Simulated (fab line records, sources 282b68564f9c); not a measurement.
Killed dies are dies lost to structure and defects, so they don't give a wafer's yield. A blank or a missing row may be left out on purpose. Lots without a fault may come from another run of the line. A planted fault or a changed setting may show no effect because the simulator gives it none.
A struck lot beside a sound one | flow rit_cmos | 19 steps out of a route of 202
Sound: wafers L669.1, L669.2, L669.3. Struck: wafers L681.2, L681.4, L681.6. The cause comes at the end.
At each step with rows: each side's tool, then ch and its chambers, then its first start. Under that, the readings that differ: sound wafers | struck wafers | difference of the means | sigmas: that difference in standard deviations of wafers without a fault.
alike: readings whose means differ by less than 2 such deviations, and words and numbers that are the same on both sides. not compared: withheld readings, readings that some wafer has no value for, bounds like >300 that may hide the same value, and numbers for which the record gives no deviation and whose values overlap.
The two part at a step that has a row with sigmas, a row that says differs or no value, or rows on one side only. Numbers that don't overlap but have no deviation are shown without sigmas and don't part them. A reading that every wafer of one side lacks parts them only if that side has two wafers or more.

first, 3 steps without rows for these wafers: RIT_GATE_CLEAN_02 (cleans in dHF, time 30 s); RIT_GATE_CLEAN_03 (cleans in SC2, time 600 s); RIT_GATE_CLEAN_04 (cleans in dHF, time 60 s).
RIT_FOX2_THK_MEAS_91:
  sound on film_metro-03, day 3 07:09; struck on film_metro-04, day 5 15:04
  reading                     | sound       | struck      | difference | sigmas
  FIELD_OXIDE_LEFT_2_THK (nm) | 259 265 261 | 241 248 243 | -18        | -3
then, 2 steps without rows for these wafers: RIT_GATE_OXIDATION_05 (target thk 3 nm, ox time 270 s); RIT_GATE_ANNEAL_06 (time 600 s).
RIT_GATE_THK_MEAS_07:
  sound on film_metro-04, day 3 09:34; struck on film_metro-04, day 5 19:11
  alike: GATE_OXIDE_THK
then, 1 step without rows for these wafers: RIT_GATE_CVD_08 (deposits poly-Si from SiH4, target thk 250 nm, time 2220 s).
RIT_GATE_THK_MEAS_09:
  sound on film_metro-04, day 3 11:15; struck on film_metro-04, day 5 20:52
  alike: GATE_POLY_THK
then, 3 steps without rows for these wafers: RIT_GATE_HMDS_10 (prime time 60 s); RIT_GATE_COAT_11 (resist thk 850 nm); RIT_GATE_SOFTBAKE_12 (time 60 s).
RIT_GATE_EXPOSE_13: exposes mask M6, target cd 150 nm.
  sound on iline_stepper-02 ch 0, day 3 11:53; struck on iline_stepper-02 ch 0, day 5 21:32
  reading                      | sound                | struck            | difference | sigmas
  model.GATE.overlay_x_nm (nm) | 0.4777 0.4777 0.4777 | 239.9 239.9 239.9 | +239.4     |
  alike: mask, focus_offset_nm, reticle_temp_C
then, 2 steps without rows for these wafers: RIT_GATE_PEB_14; RIT_GATE_DEVELOP_15 (develop time 50 s).
RIT_GATE_CD_MEAS_16: target cd 150 nm.
  sound on cd_sem-01, day 3 12:17; struck on cd_sem-02, day 5 22:01
  alike: cd_nm
RIT_GATE_OVL_MEAS_17:
  sound on overlay-02, day 3 12:25; struck on overlay-02, day 5 22:07
  reading       | sound       | struck            | difference | sigmas
  GATE_OVL (nm) | 0.8 2.2 2.9 | 239.8 240.6 239.5 | +238.0     | +99 or more
then, 1 step without rows for these wafers: RIT_GATE_HARDBAKE_18 (time 60 s).
RIT_M1_PROBE_99:
  sound on prober-02, day 4 10:57; struck on prober-02, day 6 18:53
  reading                                    | sound                | struck               | difference | sigmas
  model.etest.nldd.width_nm (nm)             | 3179 3160 3145       | 3017 3014 3017       | -145       |
  model.etest.pldd.width_nm (nm)             | 3165 3152 3146       | 3010 3000 3008       | -148       |
  model.etest.nldd.line_ohm_um               | 115.2 120.3 120.1    | 129.1 129.7 131.4    | +11.5      |
  model.etest.gate_end_array.leak_log10_a_um | -12.66 -12.7 -12.64  | -7.065 -7.218 -7.208 | +5.503     |
  model.etest.select_edge_diode_n.over_limit | 0 0 0                | 1 1 1                | +1         |
  model.etest.select_edge_diode_p.over_limit | 0 0 0                | 1 1 1                | +1         |
  model.etest.nmos_0p15.junction_log10_a_um  | -13.35 -13.56 -13.35 | -12.69 -12.51 -12.64 | +0.81      |
  model.etest.nmos_narrow.off_log10_a_um     | -13 -13.17 -13.19    | -12.62 -12.47 -12.63 | +0.55      |
  alike: killed_at_contacts, killed_at_front_end, killed_dies, killed_on_rim, killed_open, killed_short

WHERE THEY PART
First at RIT_FOX2_THK_MEAS_91; last, within this record, at RIT_GATE_OVL_MEAS_17. Later steps at which nothing parts them and some readings are alike: RIT_M1_PROBE_99.

WHY: what the simulator had put in
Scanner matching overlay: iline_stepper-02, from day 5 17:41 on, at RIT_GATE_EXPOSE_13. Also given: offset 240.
